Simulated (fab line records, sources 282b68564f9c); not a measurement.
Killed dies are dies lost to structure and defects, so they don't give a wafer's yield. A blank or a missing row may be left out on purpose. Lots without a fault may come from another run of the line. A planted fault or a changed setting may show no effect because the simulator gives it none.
fab line records | flow rit_cmos
record lots=13 wafers=39 last_day=7
route steps=202 shown M1@196
lots that met no fault: from a run of the same line without faults
start_h: hours from the record's first day to the start of the lot's first wafer shown | wait_h: hours since the lot's step before | " the same as in the row above | L1.1+2: a row that stands for several wafers | - no value, or no start given | * or withheld: withheld | < > ~ a bound
route shown NAME@n: a module of which the file shows steps, and the number in the route of the first | usual: mean/standard deviation of fault-free wafers | same: alike in all rows | chamber/n: place in a boat | sites: the reading at each site | _std_site: their standard deviation | _edge_site: outer sites' mean less inner sites' | radius_mm: how far each site lies from the wafer's centre | mask NAME#n: copy n | behind: the tool/chamber that last shaped the wafer | hold: why the lot was held/for how many hours/how that ended | device: the transistor (n, p or np) that didn't switch | end of line: the same wafers' tests at the end of the route | a step without rows: its recipe alone | killed: dies lost to structure and defects at the first sort, not the wafer's yield | map: a wafer's dies, x killed, . not, _ none there
set.NAME: the setting as run; set.NAME@STEP: as run at that earlier step | model.NAME: the simulator's own value behind a step, which no gauge read
steps of the route over a sample of lots; a table a step, a row a wafer
services: from which hour (start_h, from the record's first day; less than 0 if before it) a tool's chamber was out of use, for how many hours, and why
## steps
# step RIT_M1_METAL_ETCH_12
# recipe stop_on=SiO2 chemistry=Cl2/BCl3 target=Al time_s=165 over_etch_frac=0.5 pressure_mtorr=100 target_depth_a=6000 rf_w=250 Cl2_flow_sccm=60 bcl3_flow_sccm=50
# usual drypump_motor_current_A=5.9/0.51 oes_product_au=0.772/0.0097 run_length_s=193.1/0.41 throttle_valve_pct=8.33/0.067
# same over_etch_frac=0.5
# columns lot.wafer tool chamber start_h wait_h drypump_motor_current_A oes_product_au rf_hours_counter_h run_length_s throttle_valve_pct
L480.2 rie_metal-02 0 56.00 0.2 6.6 0.774 4 193.3 8.35
L480.4 " 0 " " 6.6 0.753 - 193.7 8.35
L480.6 " 0 " " 6.6 0.758 - 193.0 8.37
L481.1 rie_metal-01 1 60.36 0.2 5.3 0.753 1 192.5 8.35
L481.3 " 1 " " 5.3 0.768 - 192.5 8.32
L481.5 " 0 " " 5.4 0.774 - 193.3 8.43
L482.1 rie_metal-04 1 63.90 0.2 6.6 0.770 33 193.6 8.20
L482.3 " 0 " " 5.7 0.779 - 193.3 8.30
L482.6 " 0 " " 5.7 0.778 - 193.3 8.32
L483.1 rie_metal-02 1 70.40 0.2 6.0 0.778 4 192.9 8.33
L483.4 " 0 " " 6.6 0.765 - 193.1 8.35
L483.5 " 0 " " 6.6 0.754 - 193.5 8.35
L486.2 rie_metal-02 1 84.93 0.2 6.0 0.779 4 192.7 8.32
L486.5 " 1 " " 6.0 0.780 - 192.9 8.33
L486.6 " 0 " " 6.7 0.756 - 193.7 8.33
L487.3 rie_metal-01 1 88.74 0.2 5.3 0.755 - 192.4 8.32
L487.4 " 0 " " 5.4 0.967 - 127.0 8.38
L487.6 " 0 " " 5.4 0.968 - 127.2 8.38
L490.3 rie_metal-01 1 110.67 0.2 5.4 0.765 - 193.0 8.33
L490.4 " 0 " " 5.4 0.986 - 127.0 8.43
L490.5 " 0 " " 5.5 0.983 - 127.5 8.41
L495.2 rie_metal-04 0 130.43 0.2 5.7 0.786 33 193.6 8.30
L495.3 " 1 " " 6.6 0.789 - 193.4 8.19
L495.4 " 0 " " 5.7 0.779 - 193.3 8.29
L494.1 rie_metal-02 1 130.87 0.2 6.0 0.793 5 192.8 8.32
L494.3 " 1 " " 6.0 0.790 - 192.7 8.32
L494.5 " 1 " " 6.0 0.784 - 192.6 8.31
L497.2 rie_metal-02 1 143.04 0.2 6.0 0.777 5 192.6 8.32
L497.3 " 1 " " 6.0 0.781 - 193.0 8.33
L497.6 " 1 " " 6.0 0.770 - 192.7 8.32
L499.1 rie_metal-02 0 150.63 0.2 6.6 0.764 5 193.7 8.34
L499.5 " 0 " " 6.6 0.758 - 193.1 8.34
L499.6 " 1 " " 6.0 0.779 - 192.7 8.33
L501.2 rie_metal-04 1 161.36 0.2 6.6 0.772 0 193.4 8.19
L501.4 " 0 " " 5.7 0.789 - 193.7 8.31
L501.5 " 0 " " 5.7 0.778 - 193.4 8.31
L502.1 rie_metal-02 1 165.88 0.2 6.0 0.783 6 193.1 8.31
L502.2 " 0 " " 6.6 0.754 5 193.1 8.35
L502.4 " 1 " " 6.0 0.790 - 193.2 8.33
# step RIT_M1_CD_MEAS_90
# recipe target_cd_nm=2600
# usual cd_nm=2600.2/2.9
# columns lot.wafer tool chamber start_h wait_h cd_nm
L480.2 cd_sem-01 - 56.53 0.1 2599.4
L480.4 " - " " 2602.3
L480.6 " - " " 2601.4
L481.1 cd_sem-01 - 60.87 0.1 2601.1
L481.3 " - " " 2605.9
L481.5 " - " " 2605.0
L482.1 cd_sem-01 - 64.42 0.1 2604.1
L482.3 " - " " 2603.9
L482.6 " - " " 2606.8
L483.1 cd_sem-02 - 70.91 0.1 2596.2
L483.4 " - " " 2596.6
L483.5 " - " " 2597.6
L486.2 cd_sem-02 - 85.47 0.1 2603.2
L486.5 " - " " 2600.9
L486.6 " - " " 2600.5
L487.3 cd_sem-02 - 89.24 0.1 2599.6
L487.4 " - " " 2610.2
L487.6 " - " " 2611.6
L490.3 cd_sem-01 - 111.17 0.1 2599.3
L490.4 " - " " 2610.1
L490.5 " - " " 2612.0
L495.2 cd_sem-01 - 130.96 0.1 2600.2
L495.3 " - " " 2602.5
L495.4 " - " " 2601.2
L494.1 cd_sem-01 - 131.55 0.1 2601.4
L494.3 " - " " 2602.8
L494.5 " - " " 2599.2
L497.2 cd_sem-02 - 143.57 0.1 2597.5
L497.3 " - " " 2598.1
L497.6 " - " " 2597.8
L499.1 cd_sem-02 - 151.15 0.1 2598.3
L499.5 " - " " 2602.3
L499.6 " - " " 2598.9
L501.2 cd_sem-02 - 161.89 0.1 2601.6
L501.4 " - " " 2600.6
L501.5 " - " " 2601.1
L502.1 cd_sem-02 - 166.41 0.1 2600.3
L502.2 " - " " 2599.1
L502.4 " - " " 2600.3
# step RIT_M1_PROBE_99
# usual defect_limited_yield=97.4/1.1 killed_at_M0_to_M3=0/0 killed_at_contacts=0.1/0.24 killed_at_front_end=6.8/2.8 killed_dies=6.9/2.8 killed_on_rim=1.8/1.4 killed_open=3.3/1.9 killed_short=3.5/1.8 sort_bin_3_pad_short=0.1/0.22 sort_bin_5_function=1.4/0.76 sort_bin_6_memory=1.0/0.67 sort_n_pass=257.1/2.8 sort_yield_pct=97.4/1.1
# same gross_dies=264 killed_at_M4_up=0 killed_at_back_side=0 killed_at_other=0
# columns lot.wafer tool chamber start_h wait_h defect_limited_yield[%] killed_at_M0_to_M3 killed_at_contacts killed_at_front_end killed_dies killed_on_rim killed_open killed_short sort_bin_3_pad_short[%] sort_bin_5_function[%] sort_bin_6_memory[%] sort_n_pass sort_yield_pct[%]
L480.2 prober-01 - 58.74 0.1 98.5 0 0 4 4 1 2 2 0 1.1 0.4 260.0 98.5
L480.4 prober-01 - 58.84 0.2 98.1 0 0 5 5 1 2 3 0 0.4 1.5 259.0 98.1
L480.6 prober-01 - 58.94 0.2 95.5 0 0 12 12 3 3 9 0 3.0 1.5 252.0 95.5
L481.1 prober-02 - 63.04 0.1 98.9 0 0 3 3 0 2 1 0 1.1 0 261.0 98.9
L481.3 prober-02 - 63.14 0.2 100.0 0 0 0 0 0 0 0 0 0 0 264.0 100.0
L481.5 prober-02 - 63.24 0.2 96.6 0 0 9 9 2 4 5 0.8 2.3 0.4 255.0 96.6
L482.1 prober-01 - 66.16 0.1 96.6 0 0 9 9 4 7 2 0 1.9 1.5 255.0 96.6
L482.3 prober-01 - 66.26 0.2 98.1 0 0 5 5 0 1 4 0.4 1.1 0.4 259.0 98.1
L482.6 prober-01 - 66.41 0.2 98.1 0 0 5 5 4 2 3 0.4 1.1 0.4 259.0 98.1
L483.1 prober-02 - 72.65 0.1 96.2 0 1 9 10 4 6 4 0 2.3 1.5 254.0 96.2
L483.4 prober-02 - 72.80 0.2 97.3 0 0 7 7 1 2 5 0 1.5 1.1 257.0 97.3
L483.5 prober-02 - 72.85 0.2 98.5 0 0 4 4 0 1 3 0 1.1 0.4 260.0 98.5
L486.2 prober-01 - 87.24 0.1 97.0 0 0 8 8 1 2 6 0.8 1.1 1.1 256.0 97.0
L486.5 prober-01 - 87.39 0.2 96.6 0 0 9 9 1 6 3 0 1.9 1.5 255.0 96.6
L486.6 prober-01 - 87.44 0.2 97.3 0 0 7 7 3 4 3 0 1.5 1.1 257.0 97.3
L487.3 prober-02 - 91.04 0.2 96.2 0 0 10 10 2 6 4 0.4 1.9 1.5 254.0 96.2
L487.4 prober-02 - 91.09 0.2 0 257 0 7 264 70 0 6 0 98.5 1.5 0 0
L487.6 prober-02 - 91.19 0.2 0 254 0 10 264 70 2 7 0.4 97.7 1.9 0 0
L490.3 prober-01 - 112.97 0.2 97.0 0 0 8 8 1 5 3 0 0.8 2.3 256.0 97.0
L490.4 prober-01 - 113.02 0.2 0 259 0 5 264 70 1 4 0.4 99.6 0 0 0
L490.5 prober-01 - 113.07 0.2 0 256 0 8 264 70 6 2 0.4 99.2 0.4 0 0
L495.2 prober-01 - 133.49 0.1 97.3 0 0 7 7 1 4 3 0.4 1.1 1.1 257.0 97.3
L495.3 prober-01 - 133.54 0.2 95.5 0 0 12 12 2 5 7 0 3.4 1.1 252.0 95.5
L495.4 prober-01 - 133.59 0.2 98.5 0 0 4 4 0 2 2 0 1.1 0.4 260.0 98.5
L494.1 prober-01 - 133.74 0.4 98.1 0 0 5 5 1 3 2 0 0.8 1.1 259.0 98.1
L494.3 prober-01 - 133.84 0.5 98.1 0 0 5 5 2 0 5 0 0.4 1.5 259.0 98.1
L494.5 prober-01 - 133.94 0.5 97.3 0 0 7 7 1 3 4 0 1.5 1.1 257.0 97.3
L497.2 prober-02 - 145.34 0.1 96.2 0 0 10 10 3 5 5 0.8 2.7 0.4 254.0 96.2
L497.3 prober-02 - 145.39 0.2 95.1 0 0 13 13 8 7 6 0 2.3 2.7 251.0 95.1
L497.6 prober-02 - 145.54 0.2 95.5 0 0 12 12 2 8 4 0.4 1.9 2.3 252.0 95.5
L499.1 prober-01 - 153.45 0.1 99.2 0 0 2 2 0 0 2 0 0.8 0 262.0 99.2
L499.5 prober-01 - 153.65 0.2 98.1 0 0 5 5 1 4 1 0 0.8 1.1 259.0 98.1
L499.6 prober-01 - 153.70 0.2 99.2 0 0 2 2 2 0 2 0 0.8 0 262.0 99.2
L501.2 prober-01 - 163.66 0.1 97.3 0 0 7 7 3 1 6 0.4 1.9 0.4 257.0 97.3
L501.4 prober-01 - 163.76 0.2 97.0 0 0 8 8 5 3 5 0 0.8 2.3 256.0 97.0
L501.5 prober-01 - 163.81 0.2 95.1 0 0 13 13 5 5 8 0.4 2.7 1.9 251.0 95.1
L502.1 prober-02 - 168.15 0.1 97.7 0 0 6 6 3 4 2 0 2.3 0 258.0 97.7
L502.2 prober-02 - 168.20 0.1 98.1 0 0 5 5 2 4 1 0 0.8 1.1 259.0 98.1
L502.4 prober-02 - 168.30 0.2 98.5 0 0 4 4 1 2 2 0 0.8 0.8 260.0 98.5
# killed by level:class
L480.2 FOX1:geometric_particle:open=2 FOX1:geometric_particle:short=1 GATE:geometric_particle:short=1
L480.4 FOX1:geometric_particle:short=1 GATE:geometric_particle:short=1 GATE:geometric_particle:open=1 REOX:geometric_particle:short=1 SILICIDE:geometric_particle:open=1
L480.6 GATE:geometric_particle:short=3 REOX:geometric_particle:short=2 SPACER:geometric_particle:short=2 FOX1:geometric_particle:short=1 FOX1:geometric_particle:open=1 FOX2:geometric_particle:open=1 REOX:geometric_particle:open=1 SILICIDE:geometric_particle:short=1
L481.1 FOX2:geometric_particle:short=1 GATE:geometric_particle:open=1 SILICIDE:geometric_particle:open=1
L481.5 GATE:geometric_particle:open=4 GATE:geometric_particle:short=2 FOX1:geometric_particle:short=1 SPACER:geometric_particle:short=1 SILICIDE:geometric_particle:short=1
L482.1 GATE:geometric_particle:open=2 REOX:geometric_particle:open=2 SPACER:geometric_particle:open=2 FOX2:geometric_particle:short=1 GATE:geometric_particle:short=1 SILICIDE:geometric_particle:open=1
L482.3 FOX2:geometric_particle:short=2 GATE:geometric_particle:short=1 SPACER:geometric_particle:short=1 SPACER:geometric_particle:open=1
L482.6 GATE:geometric_particle:short=2 GATE:geometric_particle:open=2 SILICIDE:geometric_particle:short=1
L483.1 FOX1:geometric_particle:open=2 FOX1:geometric_particle:short=2 GATE:geometric_particle:open=2 FOX2:geometric_particle:open=1 FOX2:geometric_particle:short=1 SPACER:geometric_particle:open=1 CONTACT:geometric_particle:short=1
L483.4 GATE:geometric_particle:short=3 FOX1:geometric_particle:short=1 FOX1:geometric_particle:open=1 REOX:geometric_particle:short=1 SILICIDE:geometric_particle:open=1
L483.5 SILICIDE:geometric_particle:short=3 GATE:geometric_particle:open=1
L486.2 GATE:geometric_particle:short=4 FOX1:geometric_particle:short=1 FOX1:geometric_particle:open=1 GATE:geometric_particle:open=1 SPACER:geometric_particle:short=1
L486.5 GATE:geometric_particle:open=5 ACTIVE:geometric_particle:short=1 FOX2:geometric_particle:open=1 GATE:geometric_particle:short=1 SPACER:geometric_particle:short=1
L486.6 GATE:geometric_particle:short=3 FOX1:geometric_particle:open=1 GATE:geometric_particle:open=1 REOX:geometric_particle:open=1 SPACER:geometric_particle:open=1
L487.3 REOX:geometric_particle:open=3 SILICIDE:geometric_particle:short=2 SILICIDE:geometric_particle:open=2 GATE:geometric_particle:open=1 GATE:geometric_particle:short=1 REOX:geometric_particle:short=1
L487.4 M1:area_etch=257 REOX:geometric_particle:short=4 FOX2:geometric_particle:short=1 GATE:geometric_particle:short=1 NRETRO:coat_microbubble_printed=1
L487.6 M1:area_etch=254 GATE:geometric_particle:short=5 GATE:geometric_particle:open=1 REOX:geometric_particle:open=1 REOX:geometric_particle:short=1 SPACER:geometric_particle:short=1 NRETRO:coat_microbubble_printed=1
L490.3 GATE:geometric_particle:open=2 REOX:geometric_particle:open=2 FOX1:geometric_particle:short=1 FOX2:geometric_particle:open=1 GATE:geometric_particle:short=1 REOX:geometric_particle:short=1
L490.4 M1:area_etch=259 SPACER:geometric_particle:short=2 GATE:geometric_particle:open=1 REOX:geometric_particle:short=1 SILICIDE:geometric_particle:short=1
L490.5 M1:area_etch=256 GATE:geometric_particle:open=3 REOX:geometric_particle:open=3 GATE:geometric_particle:short=1 REOX:geometric_particle:short=1
L495.2 GATE:geometric_particle:open=2 FOX2:geometric_particle:open=1 GATE:geometric_particle:short=1 REOX:geometric_particle:short=1 SPACER:geometric_particle:open=1 SILICIDE:geometric_particle:short=1
L495.3 GATE:geometric_particle:open=3 SPACER:geometric_particle:short=3 SILICIDE:geometric_particle:short=2 FOX1:geometric_particle:open=1 FOX2:geometric_particle:short=1 FOX2:geometric_particle:open=1 REOX:geometric_particle:short=1
L495.4 REOX:geometric_particle:short=1 SPACER:geometric_particle:open=1 SPACER:geometric_particle:short=1 SILICIDE:geometric_particle:open=1
L494.1 FOX1:geometric_particle:short=1 FOX1:geometric_particle:open=1 GATE:geometric_particle:short=1 GATE:geometric_particle:open=1 REOX:geometric_particle:open=1
L494.3 FOX2:geometric_particle:short=3 GATE:geometric_particle:short=1 SPACER:geometric_particle:short=1
L494.5 FOX1:geometric_particle:short=2 FOX2:geometric_particle:open=1 GATE:geometric_particle:short=1 GATE:geometric_particle:open=1 REOX:geometric_particle:short=1 SILICIDE:geometric_particle:open=1
L497.2 GATE:geometric_particle:short=3 GATE:geometric_particle:open=2 FOX1:geometric_particle:open=1 FOX1:geometric_particle:short=1 FOX2:geometric_particle:open=1 SPACER:geometric_particle:open=1 SILICIDE:geometric_particle:short=1
L497.3 FOX2:geometric_particle:open=3 FOX2:geometric_particle:short=2 GATE:geometric_particle:short=2 SPACER:geometric_particle:open=2 SPACER:geometric_particle:short=2 FOX1:geometric_particle:open=1 GATE:geometric_particle:open=1
L497.6 GATE:geometric_particle:open=5 FOX1:geometric_particle:short=1 FOX1:geometric_particle:open=1 FOX2:geometric_particle:short=1 GATE:geometric_particle:short=1 REOX:geometric_particle:short=1 REOX:geometric_particle:open=1 SILICIDE:geometric_particle:open=1
L499.1 FOX1:geometric_particle:short=1 REOX:geometric_particle:short=1
L499.5 FOX1:geometric_particle:open=1 FOX1:geometric_particle:short=1 GATE:geometric_particle:open=1 REOX:geometric_particle:open=1 SILICIDE:geometric_particle:open=1
L499.6 GATE:geometric_particle:short=1 REOX:geometric_particle:short=1
L501.2 GATE:geometric_particle:short=2 REOX:geometric_particle:short=2 SILICIDE:geometric_particle:short=2 SILICIDE:geometric_particle:open=1
L501.4 GATE:geometric_particle:short=3 GATE:geometric_particle:open=2 REOX:geometric_particle:short=1 SILICIDE:geometric_particle:open=1 SILICIDE:geometric_particle:short=1
L501.5 REOX:geometric_particle:short=3 SILICIDE:geometric_particle:short=3 GATE:geometric_particle:open=2 REOX:geometric_particle:open=2 FOX1:geometric_particle:short=1 GATE:geometric_particle:short=1 SILICIDE:geometric_particle:open=1
L502.1 GATE:geometric_particle:open=3 GATE:geometric_particle:short=2 FOX1:geometric_particle:open=1
L502.2 GATE:geometric_particle:open=2 REOX:geometric_particle:open=2 SPACER:geometric_particle:short=1
L502.4 SPACER:geometric_particle:short=2 FOX1:geometric_particle:open=1 FOX2:geometric_particle:open=1
## services
# columns tool chamber start_h hours kind
rie_metal-02 0 125.14 17.8 repair
rie_metal-04 - 136.12 20.0 pm
rie_metal-04 0 136.12 20.0 vent_cycle
rie_metal-04 1 136.12 20.0 vent_cycle
rie_metal-04 0 156.12 - clean
rie_metal-04 1 156.12 - clean
## key
first_sign step=RIT_M1_METAL_ETCH_12 reading=run_length_s direction=down sigmas=99+ usual=* struck=*
effect step=RIT_M1_METAL_ETCH_12 reading=oes_product_au direction=up sigmas=21 usual=0.772 struck=0.976
effect step=RIT_M1_CD_MEAS_90 reading=cd_nm direction=up sigmas=3.7 usual=2600.2 struck=2611.0
effect step=RIT_M1_PROBE_99 reading=killed_at_M0_to_M3 direction=up sigmas=99+ usual=0 struck=256.5
more_kills_born_at RIT_M1_METAL_ETCH_12@rie_metal-01=1026
met_at RIT_M1_METAL_ETCH_12
struck_lots L487,L490
struck_wafers L487.4,L487.6,L490.4,L490.5
later_rows_left_out L487.4,L487.6,L490.4,L490.5
onset_between 60.36 88.74
fault kind=process_parameter_drift tool=rie_metal-01 chamber=0 onset_h=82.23 steps=RIT_M1_METAL_ETCH_12 channel=time_s offset=* shape=step end_h=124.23 stated=*
# later_rows_left_out: the simulator's readings of these wafers behind a module that went badly wrong aren't trusted and aren't shown, but for the sort
